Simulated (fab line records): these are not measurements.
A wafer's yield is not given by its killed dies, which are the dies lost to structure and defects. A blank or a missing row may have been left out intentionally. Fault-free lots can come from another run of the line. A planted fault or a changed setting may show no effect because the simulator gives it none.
fab line records	flow ritCmos
record: lots: 6	wafers: 18	lastDay: 6
route steps=202 shown SILICIDE@167 CONTACT@168 M1@202
lots with no fault: from the same line, run without faults
startH: hours from the record's first day to the start of the lot's first wafer shown	waitH: hours since the lot's step before	" as in the row above	L1.1+2: one row covering several wafers at once	- no value, or no start given	* or withheld: withheld	< > ~ a bound
route shown NAME@n: names a module that has steps shown in the file, with the first one's number in the route	usual: average and standard deviation across the fault-free wafers	same: alike in all rows	chamber/n: place in a boat	sites: readings site by site	_std_site: standard deviation across them	_edge_site: mean of outer sites minus mean of inner sites	radiusMm: for every site, how far away it sits from the centre of the wafer	mask NAME#n: copy n	behind: the most recent tool/chamber to have shaped the wafer	hold: what put the lot on hold/how long, in hours/how the hold closed	device: which transistor (n, p or np) failed to switch	end of line: tests of these same wafers at the route's end	for a step that has no rows: nothing shown but its recipe	killed: count of dies lost to structure and defects at first sort (not the wafer's yield)	map: per-die view of a wafer (x killed, . not killed, _ where there is no die)
set.NAME: the setting as run; set.NAME@STEP: as run at that earlier step	model.NAME: the simulator's own value behind a step, which no gauge read
lots at selected steps of the route; one table per step, one row per wafer
services: the hour from which a tool's chamber was out of use, counted from the record's first day as startH (under 0 if before that day), plus the number of hours and why
== steps ==
step: RIT_SILICIDE_RTA_06
recipe: tempC: 750	timeS: 10	idleTempC: 25	rampUpS: 5	rampDownS: 10	coolToC: 25	ambient: N2
usual: wafer_temp_C_max: 754.2/0.85
lot.wafer	tool	chamber	startH	waitH	wafer_temp_C_max
L454.2	rtpAnneal-02	0	61.31	0.0	753.2
L454.3	"	0	"	"	754.1
L454.5	"	0	"	"	753.2
L455.1	rtpAnneal-01	0	65.83	0.0	753.2
L455.4	"	0	"	"	754.3
L455.6	"	0	"	"	753.8
L461.1	rtpAnneal-01	0	95.35	0.0	756.0
L461.5	"	0	"	"	755.3
L461.6	"	0	"	"	753.6
L465.1	rtpAnneal-01	0	115.87	0.0	755.3
L465.5	"	0	"	"	754.1
L465.6	"	0	"	"	753.7
L466.4	rtpAnneal-02	0	118.58	0.0	753.6
L466.5	"	0	"	"	754.4
L466.6	"	0	"	"	754.7
L471.1	rtpAnneal-01	0	145.67	0.0	755.2
L471.3	"	0	"	"	754.7
L471.4	"	0	"	"	755.3
step: RIT_CONTACT_CVD_00
recipe: material: SiO2	targetThkNm: 400	precursor: TEOS	tempC: 390	timeS: 61	rfW: 400
usual: heaterPowerW: 324/57	rfFwdPowerW: 396.1/1.9
lot.wafer	tool	chamber	startH	waitH	heaterPowerW	rfFwdPowerW
L454.2	pecvd-02	2	61.37	0.0	357	396.9
L454.3	"	1	"	"	259	393.7
L454.5	"	1	"	"	271	392.7
L455.1	pecvd-04	0	65.90	0.1	274	395.9
L455.4	"	2	"	"	341	399.6
L455.6	"	1	"	"	349	396.8
L461.1	pecvd-04	2	95.42	0.1	389	396.8
L461.5	"	1	"	"	326	392.6
L461.6	"	2	"	"	397	396.3
L465.1	pecvd-02	2	115.94	0.1	314	399.0
L465.5	"	1	"	"	199	393.3
L465.6	"	0	"	"	392	395.5
L466.4	pecvd-03	2	118.64	0.0	377	398.3
L466.5	"	0	"	"	367	397.4
L466.6	"	1	"	"	249	395.0
L471.1	pecvd-02	0	145.74	0.1	384	394.4
L471.3	"	1	"	"	257	396.1
L471.4	"	0	"	"	393	394.7
step: RIT_CONTACT_THK_MEAS_01
recipe: reads: SiO2_of_CONTACT_CVD_00
usual: CONTACT_TEOS_THK: 400/5.7
lot.wafer	tool	chamber	startH	waitH	CONTACT_TEOS_THK[nm]
L454.2	filmMetro-03	-	61.43	0.0	405
L454.3	"	-	"	"	403
L454.5	"	-	"	"	410
L455.1	filmMetro-04	-	65.95	0.0	399
L455.4	"	-	"	"	411
L455.6	"	-	"	"	405
L461.1	filmMetro-03	-	95.47	0.0	412
L461.5	"	-	"	"	402
L461.6	"	-	"	"	408
L465.1	filmMetro-03	-	115.99	0.0	407
L465.5	"	-	"	"	407
L465.6	"	-	"	"	403
L466.4	filmMetro-03	-	118.69	0.0	396
L466.5	"	-	"	"	402
L466.6	"	-	"	"	401
L471.1	filmMetro-02	-	145.79	0.0	392
L471.3	"	-	"	"	392
L471.4	"	-	"	"	395
step: RIT_CONTACT_HMDS_02
recipe: primeTimeS: 60	primeTempC: 140
step: RIT_CONTACT_COAT_03
recipe: resist: NOVOLAK	spinRpm: 3250	resistThkNm: 1000
step: RIT_CONTACT_SOFTBAKE_04
recipe: resist: NOVOLAK	tempC: 90	timeS: 60
step: RIT_CONTACT_EXPOSE_05
recipe: maskId: M11	na: 0.6	sourceShape: conventional	sigmaOuter: 0.5	targetCdNm: 1000	doseMj: 250
step: RIT_CONTACT_PEB_06
recipe: resist: NOVOLAK	tempC: withheld	timeS: withheld
step: RIT_CONTACT_DEVELOP_07
recipe: resist: NOVOLAK	developTimeS: 120	devTempC: 23
step: RIT_CONTACT_CD_MEAS_08
recipe: targetCdNm: 1000
usual: cdNm: 1000.9/2.3
lot.wafer	tool	chamber	startH	waitH	cdNm
L454.2	cdSem-01	-	62.59	-	1003.3
L454.3	"	-	"	"	1003.8
L454.5	"	-	"	"	1003.3
L455.1	cdSem-01	-	67.10	-	1003.7
L455.4	"	-	"	"	1004.0
L455.6	"	-	"	"	1004.5
L461.1	cdSem-02	-	96.62	-	1002.1
L461.5	"	-	"	"	1002.2
L461.6	"	-	"	"	1001.8
L465.1	cdSem-01	-	117.15	-	1001.9
L465.5	"	-	"	"	999.7
L465.6	"	-	"	"	1001.0
L466.4	cdSem-02	-	119.86	-	1000.5
L466.5	"	-	"	"	1000.1
L466.6	"	-	"	"	1001.0
L471.1	cdSem-01	-	146.94	-	1002.2
L471.3	"	-	"	"	999.7
L471.4	"	-	"	"	999.6
step: RIT_CONTACT_OVL_MEAS_09
usual: CONTACT_OVL: 1.1/1.3
lot.wafer	tool	chamber	startH	waitH	CONTACT_OVL[nm]
L454.2	overlay-02	-	62.70	0.1	1.2
L454.3	"	-	"	"	1.8
L454.5	"	-	"	"	0.4
L455.1	overlay-01	-	67.22	0.1	0.6
L455.4	"	-	"	"	1.9
L455.6	"	-	"	"	1.9
L461.1	overlay-02	-	96.74	0.1	2.1
L461.5	"	-	"	"	2.6
L461.6	"	-	"	"	3.2
L465.1	overlay-01	-	117.27	0.1	2.3
L465.5	"	-	"	"	1.0
L465.6	"	-	"	"	1.5
L466.4	overlay-02	-	119.94	0.1	5.4
L466.5	"	-	"	"	1.9
L466.6	"	-	"	"	1.2
L471.1	overlay-02	-	147.06	0.1	-1.7
L471.3	"	-	"	"	0.3
L471.4	"	-	"	"	0.5
step: RIT_CONTACT_HARDBAKE_10
recipe: resist: NOVOLAK	tempC: 140	timeS: 60
step: RIT_CONTACT_ETCH_11
recipe: targetDepthA: 4800	overEtchFrac: 0.2	stopOn: TiSi2	chemistry: CHF3/CF4/Ar	target: SiO2	CHF3_flow_sccm: 50	cf4FlowSccm: 10	Ar_flow_sccm: 100	O2_flow_sccm: 5	pressureMtorr: 100	rfW: 200	timeS: 320
usual: cf4FlowSccm: 10.00/0.03	chamberPressureMTorr: 99.99/0.093	drypumpMotorCurrentA: 6.0/0.44	oesProductAu: 0.989/0.016	overEtchFrac: 0.2/0	rfFwdPowerW: 199.7/0.55	throttleValvePct: 8.85/0.13
lot.wafer	tool	chamber	startH	waitH	cf4FlowSccm	chamberPressureMTorr	drypumpMotorCurrentA	oesProductAu	overEtchFrac	rfFwdPowerW	rfHoursCounterH	throttleValvePct	model.NOVOLAK_of_CONTACT_COAT_03.thkNm
L454.2	rieDiel-03	3	62.88	0.1	10.01	99.92	5.8	1.003	0.2	200.2	160	8.87	767.5
L454.3	"	2	"	"	10.03	100.02	6.5	1.003	0.2	199.2	10	9.07	770.3
L454.5	"	2	"	"	9.99	99.94	6.5	0.997	0.2	199.0	-	9.05	769.6
L455.1	rieDiel-01	2	67.41	0.1	10.04	100.01	6.5	0.984	0.2	199.6	25	8.81	772
L455.4	"	3	"	"	10.00	100.11	5.8	1.008	0.2	199.7	-	8.96	767.3
L455.6	"	2	"	"	10.01	99.82	6.5	0.981	0.2	198.9	-	8.82	769.9
L461.1	rieDiel-01	0	96.93	0.1	10.04	99.88	6.1	0.983	0.2	199.8	24	8.95	771.2
L461.5	"	2	"	"	10.00	99.96	6.5	0.959	0.7	201.0	-	8.82	723.2
L461.6	"	1	"	"	10.03	99.87	5.1	0.999	0.2	199.6	-	8.75	770.3
L465.1	rieDiel-01	2	117.53	0.1	10.03	100.04	6.5	0.970	0.7	200.2	26	8.81	725.6
L465.5	"	0	"	"	10.02	99.99	6.1	1.002	0.2	199.4	-	8.95	767.7
L465.6	"	3	"	"	9.98	100.03	5.8	1.015	0.2	199.4	-	8.96	770.6
L466.4	rieDiel-03	3	120.10	0.1	10.00	99.87	5.8	0.998	0.2	200.3	0	8.85	768.7
L466.5	"	0	"	"	10.00	99.91	6.0	0.962	0.2	199.7	-	8.64	764.6
L466.6	"	3	"	"	9.97	100.08	5.8	1.003	0.2	199.9	-	8.85	772.3
L471.1	rieDiel-02	0	147.41	0.1	10.00	99.95	6.3	0.974	0.2	199.7	139	8.95	769
L471.3	"	2	"	"	9.95	99.99	5.3	0.998	0.2	199.7	1	9.04	764
L471.4	"	3	"	"	9.96	100.01	5.8	0.992	0.2	199.7	116	8.77	766.8
step: RIT_CONTACT_STRIP_12
recipe: chemistry: O2	timeS: 180	resist: NOVOLAK	platenTempC: withheld	powerW: 500	pressureMtorr: 4000	o2FlowSccm: 4000
usual: chamberPressureMTorr: 4000/3.6	drypumpMotorCurrentA: 5.90/0.3
lot.wafer	tool	chamber	startH	waitH	chamberPressureMTorr	drypumpMotorCurrentA	rfHoursCounterH
L454.2	plasmaAsher-03	0	63.07	0.1	4004	5.92	27
L454.3	"	0	"	"	4002	5.92	-
L454.5	"	0	"	"	4003	5.93	-
L455.1	plasmaAsher-02	0	67.60	0.1	3999	6.33	43
L455.4	"	0	"	"	4009	6.33	-
L455.6	"	0	"	"	3997	6.32	-
L461.1	plasmaAsher-03	0	97.12	0.1	4001	5.98	30
L461.5	"	1	"	"	4000	5.83	-
L461.6	"	0	"	"	4000	6.00	-
L465.1	plasmaAsher-03	1	117.72	0.1	4006	5.79	32
L465.5	"	1	"	"	3995	5.79	-
L465.6	"	0	"	"	4003	5.94	-
L466.4	plasmaAsher-04	0	120.36	0.2	3998	6.18	-
L466.5	"	1	"	"	4000	5.49	-
L466.6	"	0	"	"	4001	6.19	-
L471.1	plasmaAsher-04	0	147.60	0.1	3990	6.21	3
L471.3	"	1	"	"	3995	5.51	-
L471.4	"	0	"	"	4003	6.18	-
step: RIT_M1_PROBE_99
usual: killedAtFrontEnd: 7/3.2	killedDies: 7/3.2	killedOpen: 3.6/2.1	killedShort: 3.5/2
same: grossDies: 264	killed_at_M0_to_M3: 0	killed_at_M4_up: 0	killedAtBackSide: 0	killedAtContacts: 0	killedAtOther: 0
lot.wafer	tool	chamber	startH	waitH	killedAtFrontEnd	killedDies	killedOpen	killedShort	model.etest.nmos_0p15.junctionLog10AUm	model.etest.nmosNarrow.offLog10AUm	model.etest.gateEndArray.leakLog10AUm	model.etest.nmos_0p3.offLog10AUm	model.etest.contactDiodeArray.leakLog10A	model.etest.pmos_0p15.junctionLog10AUm	model.etest.antennaContact.gateLog10ACm2	model.etest.pmos_0p3.offLog10AUm
L454.2	prober-01	-	67.78	0.1	13	13	6	7	-13.6	-13.15	-12.84	-13.06	-9.432	-13.74	-6.293	-12.9
L454.3	prober-01	-	67.83	0.2	9	9	4	5	-13.61	-13.23	-12.87	-13.01	-9.224	-13.93	-6.293	-13.01
L454.5	prober-01	-	67.93	0.2	8	8	6	2	-13.45	-13.09	-13.05	-13.16	-9.447	-13.85	-6.514	-12.97
L455.1	prober-02	-	72.42	0.1	12	12	5	7	-13.81	-13.33	-12.92	-13.1	-9.325	-13.71	-6.773	-13.07
L455.4	prober-02	-	72.57	0.2	8	8	5	3	-13.46	-13.33	-12.96	-13.2	-9.442	-13.86	-6.737	-13.06
L455.6	prober-02	-	72.67	0.2	6	6	4	2	-13.51	-13.38	-12.96	-13.13	-9.438	-13.71	-7.031	-13.05
L461.1	prober-02	-	101.90	0.1	7	7	5	2	-13.44	-13.29	-12.91	-13.09	-9.794	-13.72	-6.447	-12.91
L461.5	prober-02	-	102.10	0.2	4	4	3	1	-11.52	-11.51	-11.36	-11.51	-8.14	-12.48	-5.943	-12.39
L461.6	prober-02	-	102.15	0.2	2	2	2	0	-13.39	-13.12	-12.76	-12.98	-9.615	-13.87	-6.398	-13.12
L465.1	prober-02	-	122.51	0.1	7	7	4	3	-11.57	-11.56	-11.43	-11.56	-8.309	-12.55	-6.221	-12.44
L465.5	prober-02	-	122.71	0.2	8	8	6	2	-13.66	-13.27	-12.96	-13.14	-9.344	-13.78	-6.793	-12.86
L465.6	prober-02	-	122.76	0.2	5	5	3	2	-13.63	-13.35	-12.81	-13.05	-9.414	-13.69	-6.792	-12.86
L466.4	prober-01	-	125.23	0.2	11	11	10	1	-13.41	-13.08	-12.8	-12.99	-9.3	-13.73	-5.902	-12.66
L466.5	prober-01	-	125.28	0.2	9	9	4	5	-13.53	-13.15	-12.76	-12.9	-9.577	-13.77	-5.725	-12.67
L466.6	prober-01	-	125.33	0.2	4	4	1	3	-13.48	-13.16	-12.78	-12.93	-9.492	-13.73	-6.255	-12.91
L471.1	prober-02	-	152.42	0.1	7	7	6	1	-13.5	-13.22	-12.67	-12.89	-9.491	-13.86	-5.987	-12.86
L471.3	prober-02	-	152.52	0.2	7	7	2	5	-13.6	-13.18	-12.93	-13.08	-9.49	-13.88	-6.231	-12.97
L471.4	prober-02	-	152.57	0.2	5	5	2	3	-13.55	-13.23	-12.82	-13.04	-9.5	-13.74	-6.083	-12.92
killed by level:class
L454.2 FOX2:geometricParticle:short=2 GATE:geometricParticle:short=2 GATE:geometricParticle:open=2 SPACER:geometricParticle:short=2 SPACER:geometricParticle:open=2 FOX2:geometricParticle:open=1 SILICIDE:geometricParticle:open=1 SILICIDE:geometricParticle:short=1
L454.3 GATE:geometricParticle:short=3 REOX:geometricParticle:open=2 FOX2:geometricParticle:short=1 FOX2:geometricParticle:open=1 GATE:geometricParticle:open=1 SPACER:geometricParticle:short=1
L454.5 GATE:geometricParticle:open=3 SPACER:geometricParticle:open=2 FOX1:geometricParticle:short=1 FOX2:geometricParticle:open=1 GATE:geometricParticle:short=1
L455.1 SILICIDE:geometricParticle:open=3 FOX1:geometricParticle:short=2 FOX2:geometricParticle:short=2 GATE:geometricParticle:short=2 GATE:geometricParticle:open=1 REOX:geometricParticle:short=1 REOX:geometricParticle:open=1
L455.4 GATE:geometricParticle:short=2 GATE:geometricParticle:open=2 SPACER:geometricParticle:open=2 REOX:geometricParticle:short=1 REOX:geometricParticle:open=1
L455.6 FOX2:geometricParticle:open=2 SPACER:geometricParticle:short=2 GATE:geometricParticle:open=1 SPACER:geometricParticle:open=1
L461.1 SPACER:geometricParticle:open=2 FOX2:geometricParticle:open=1 GATE:geometricParticle:open=1 GATE:geometricParticle:short=1 SILICIDE:geometricParticle:open=1 SILICIDE:geometricParticle:short=1
L461.5 FOX1:geometricParticle:open=1 GATE:geometricParticle:open=1 GATE:geometricParticle:short=1 SILICIDE:geometricParticle:open=1
L461.6 GATE:geometricParticle:open=2
L465.1 FOX1:geometricParticle:open=2 GATE:geometricParticle:short=1 GATE:geometricParticle:open=1 REOX:geometricParticle:short=1 SPACER:geometricParticle:short=1 SPACER:geometricParticle:open=1
L465.5 FOX1:geometricParticle:open=2 SILICIDE:geometricParticle:open=2 FOX1:geometricParticle:short=1 GATE:geometricParticle:open=1 SPACER:geometricParticle:short=1 SPACER:geometricParticle:open=1
L465.6 GATE:geometricParticle:open=2 GATE:geometricParticle:short=1 SPACER:geometricParticle:short=1 SPACER:geometricParticle:open=1
L466.4 GATE:geometricParticle:open=4 FOX2:geometricParticle:open=2 SILICIDE:geometricParticle:open=2 FOX1:geometricParticle:open=1 GATE:geometricParticle:short=1 REOX:geometricParticle:open=1
L466.5 GATE:geometricParticle:short=2 FOX1:geometricParticle:open=1 FOX2:geometricParticle:short=1 REOX:geometricParticle:open=1 SPACER:geometricParticle:short=1 SILICIDE:geometricParticle:open=1 SILICIDE:geometricParticle:short=1 STARTING-WAFER:geometricParticle:open=1
L466.6 GATE:geometricParticle:short=3 SPACER:geometricParticle:open=1
L471.1 GATE:geometricParticle:open=3 FOX1:geometricParticle:open=2 FOX2:geometricParticle:open=1 SPACER:geometricParticle:short=1
L471.3 GATE:geometricParticle:short=4 FOX1:geometricParticle:short=1 FOX2:geometricParticle:open=1 SPACER:geometricParticle:open=1
L471.4 FOX1:geometricParticle:open=1 GATE:geometricParticle:short=1 REOX:geometricParticle:short=1 REOX:geometricParticle:open=1 SPACER:geometricParticle:short=1
== services ==
tool	chamber	startH	hours	kind
rieDiel-02	2	58.13	-	clean
rieDiel-02	2	58.13	14.6	scheduledDown
rieDiel-02	2	58.13	14.6	ventCycle
pecvd-04	-	69.38	0.6	repair
pecvd-03	-	81.66	1.6	repair
rieDiel-03	3	97.30	-	clean
rieDiel-03	3	97.30	18.0	scheduledDown
rieDiel-03	3	97.30	18.0	ventCycle
rieDiel-02	1	107.61	3.9	repair
pecvd-03	-	108.05	2.5	repair
plasmaAsher-04	-	108.75	9.0	pm
plasmaAsher-04	0	108.75	9.0	ventCycle
plasmaAsher-04	1	108.75	9.0	ventCycle
plasmaAsher-03	-	109.64	4.5	repair
rieDiel-03	-	115.02	1.0	repair
plasmaAsher-04	0	117.75	-	clean
plasmaAsher-04	1	117.75	-	clean
pecvd-03	2	122.50	5.7	repair
rieDiel-02	-	132.26	14.6	pm
plasmaAsher-04	-	135.38	1.3	repair
plasmaAsher-04	-	138.57	1.2	repair
pecvd-03	-	138.65	14.6	pm
== key ==
firstSign: step: RIT_CONTACT_ETCH_11	reading: overEtchFrac	direction: up	sigmas: 99+	usual: 0.2	struck: 0.7
effect none on later readings
modelEffect: step: RIT_CONTACT_ETCH_11	value: NOVOLAK_of_CONTACT_COAT_03.thkNm	without: 771	struck: 724.4
modelEffect: step: RIT_M1_PROBE_99	value: etest.nmos_0p15.junctionLog10AUm	without: -13.64	struck: -11.54
metAt RIT_CONTACT_ETCH_11
struckWafers L461.5,L465.1
testerLeftOut L461,L465
onsetBetween 67.41 96.93
fault: kind: processParameterDrift	tool: rieDiel-01	chamber: 2	onsetH: 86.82	steps: RIT_CONTACT_ETCH_11	channel: overEtchFrac	offset: 0.5	shape: step	endH: 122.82	actsIn: theseRecipesOnly	stated: 0.2
testerLeftOut: of these lots the tester's yield and bins aren't shown, on N5 and GAA mostly nor the transistor test; their killed dies are dies lost to structure and defects alone, not to doping, threshold or leakage, so they don't give the yield
